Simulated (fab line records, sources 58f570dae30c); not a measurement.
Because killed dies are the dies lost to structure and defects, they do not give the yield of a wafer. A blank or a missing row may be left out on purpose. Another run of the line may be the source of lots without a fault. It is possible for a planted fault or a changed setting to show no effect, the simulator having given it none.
Which tool is to blame? + flow berkeleyCmos170 + 42 wafers from 14 lots sampled at 3 of the route's 331 steps

WHAT EACH GAUGE READ, for each wafer
UCB170_V2_BOW_MEAS_03.
| lot  | measured     | on           | V2_BOW (um) |
|------|--------------|--------------|-------------|
| L481 | day 7 12:47  | filmMetro-04 | 29 29 32    |
| L480 | day 7 13:02  | filmMetro-02 | 39 31 43    |
| L483 | day 8 10:41  | filmMetro-03 | 40 38 33    |
| L482 | day 8 06:58  | filmMetro-03 | 28 31 38    |
| L485 | day 8 17:04  | filmMetro-03 | 29 39 27    |
| L484 | day 8 17:53  | filmMetro-03 | 36 52 26    |
| L487 | day 9 03:40  | filmMetro-03 | 21 24 22    |
| L495 | day 10 23:21 | filmMetro-04 | 27 22 40    |
| L494 | day 10 23:55 | filmMetro-04 | 29 41 40    |
| L498 | day 11 17:36 | filmMetro-02 | 25 40 23    |
| L500 | day 11 21:57 | filmMetro-03 | 38 24 37    |
| L499 | day 11 21:34 | filmMetro-03 | 44 42 41    |
| L501 | day 12 04:25 | filmMetro-02 | 33 39 38    |
| L503 | day 12 05:47 | filmMetro-03 | 33 47 43    |

EACH LOT AND THE TOOL THAT RAN IT (in order: tool; ch and the chambers of the sampled wafers; start)
| lot  | UCB170_V1_CMP_02              | UCB170_M2_ETCH_17                 |
|------|-------------------------------|-----------------------------------|
| L481 | cmp-01 ch 0,2, day 7 04:01    | rieDiel-02 ch 0,3, day 7 11:48    |
| L480 | cmp-02 ch 1,2, day 7 04:04    | rieDiel-03 ch 1,3, day 7 12:05    |
| L483 | cmp-02 ch 0,1,3, day 8 01:07  | rieDiel-03 ch 2,3, day 8 09:41    |
| L482 | cmp-01 ch 1,2,3, day 8 01:16  | rieDiel-03 ch 0,1,3, day 8 05:56  |
| L485 | cmp-01 ch 0,1,3, day 8 10:47  | rieDiel-02 ch 0,2, day 8 16:05    |
| L484 | cmp-02 ch 0,2, day 8 10:50    | rieDiel-03 ch 0,1,2, day 8 16:47  |
| L487 | cmp-01 ch 2,3, day 8 20:13    | rieDiel-03 ch 1,2,3, day 9 02:42  |
| L495 | cmp-02 ch 0,1,2, day 10 17:07 | rieDiel-03 ch 1,2,3, day 10 22:14 |
| L494 | cmp-02 ch 0,3, day 10 17:25   | rieDiel-02 ch 0,2,3, day 10 22:57 |
| L498 | cmp-01 ch 0,2,3, day 11 10:07 | rieDiel-03 ch 0,1, day 11 16:26   |
| L500 | cmp-01 ch 0,2, day 11 14:51   | rieDiel-04 ch 0,2, day 11 20:46   |
| L499 | cmp-02 ch 0,2,3, day 11 14:57 | rieDiel-02 ch 0,1,2, day 11 20:32 |
| L501 | cmp-01 ch 1,3, day 11 20:30   | rieDiel-04 ch 0,2, day 12 03:28   |
| L503 | cmp-02 ch 0,1,3, day 12 00:08 | rieDiel-02 ch 0,1,3, day 12 04:49 |
- UCB170_V1_CMP_02: polishes SiO2.
- UCB170_M2_ETCH_17: etches BARC in N2/H2.

AS READ BY THE TOOLS THEMSELVES (means over the sampled wafers that have a number; for cases with no such wafer, the mark the record gives instead)
UCB170_V1_CMP_02.
| lot  | tool   | motorCurrentA (A) | slurryFilterDpKPa (kPa) | slurryFlowMlMin |
|------|--------|-------------------|-------------------------|-----------------|
| L481 | cmp-01 | 16.2              | 13.52                   | 149.9           |
| L480 | cmp-02 | 16.3              | 13.31                   | 150.2           |
| L483 | cmp-02 | 15.2              | 13.41                   | 150.0           |
| L482 | cmp-01 | 16.3              | 13.50                   | 150.1           |
| L485 | cmp-01 | 16.1              | 13.61                   | 149.8           |
| L484 | cmp-02 | 16.1              | 13.48                   | 150.2           |
| L487 | cmp-01 | 15.9              | 13.59                   | 149.8           |
| L495 | cmp-02 | 16.1              | 13.42                   | 149.7           |
| L494 | cmp-02 | 15.4              | 13.47                   | 150.3           |
| L498 | cmp-01 | 16.3              | 13.55                   | 150.2           |
| L500 | cmp-01 | 16.2              | 13.43                   | 149.7           |
| L499 | cmp-02 | 17.1              | 13.59                   | 149.8           |
| L501 | cmp-01 | 15.9              | 13.39                   | 150.2           |
| L503 | cmp-02 | 15.0              | 13.48                   | 150.3           |

UCB170_M2_ETCH_17.
| lot  | tool       | drypumpMotorCurrentA (A) | n2FlowSccm (sccm) | oesProductAu (a.u.) | throttleValvePct (%) |
|------|------------|--------------------------|-------------------|---------------------|----------------------|
| L481 | rieDiel-02 | 5.4                      | 99.82             | 0.989               | 13.34                |
| L480 | rieDiel-03 | 5.8                      | 99.85             | 0.991               | 13.52                |
| L483 | rieDiel-03 | 6.1                      | 100.13            | 0.975               | 13.54                |
| L482 | rieDiel-03 | 6.0                      | 99.69             | 1.006               | 13.38                |
| L485 | rieDiel-02 | 5.5                      | 100.03            | 0.990               | 13.33                |
| L484 | rieDiel-03 | 6.1                      | 100.21            | 1.002               | 13.40                |
| L487 | rieDiel-03 | 5.9                      | 99.86             | 0.989               | 13.55                |
| L495 | rieDiel-03 | 5.9                      | 100.07            | 0.998               | 13.56                |
| L494 | rieDiel-02 | 5.4                      | 99.78             | 0.995               | 13.33                |
| L498 | rieDiel-03 | 6.2                      | 100.29            | 1.012               | 13.21                |
| L500 | rieDiel-04 | 5.4                      | 99.97             | 1.036               | 13.57                |
| L499 | rieDiel-02 | 5.4                      | 99.95             | 0.987               | 13.38                |
| L501 | rieDiel-04 | 5.2                      | 100.10            | 1.028               | 13.41                |
| L503 | rieDiel-02 | 5.3                      | 100.10            | 0.984               | 13.40                |

THE ANSWER, worked out from the rows above alone
Rule: what is usual is taken from the lots themselves. Put in order of their means at a reading, lots are off if they are a third of the lots or fewer, leave a main group of 4 or more, and stand apart from it by a gap of 3 or more times the standard deviation of the main group's means; of several such gaps the widest counts. Not used: any main group whose means are identical at the precision the tables above print for the reading. A lot without any number at a reading at which 4 lots or more have one is off too. Any other lot the step has rows for is counted as sound. First the gauges in route order, then the tools' own readings, where a lot's mean is used as printed above. At the first step where some lot is off, the reading lying furthest off is the one used; lots without a number count as furthest.
No lot is off at any reading shown: from this, nothing can be told.

WHAT WAS PUT IN BY THE SIMULATOR
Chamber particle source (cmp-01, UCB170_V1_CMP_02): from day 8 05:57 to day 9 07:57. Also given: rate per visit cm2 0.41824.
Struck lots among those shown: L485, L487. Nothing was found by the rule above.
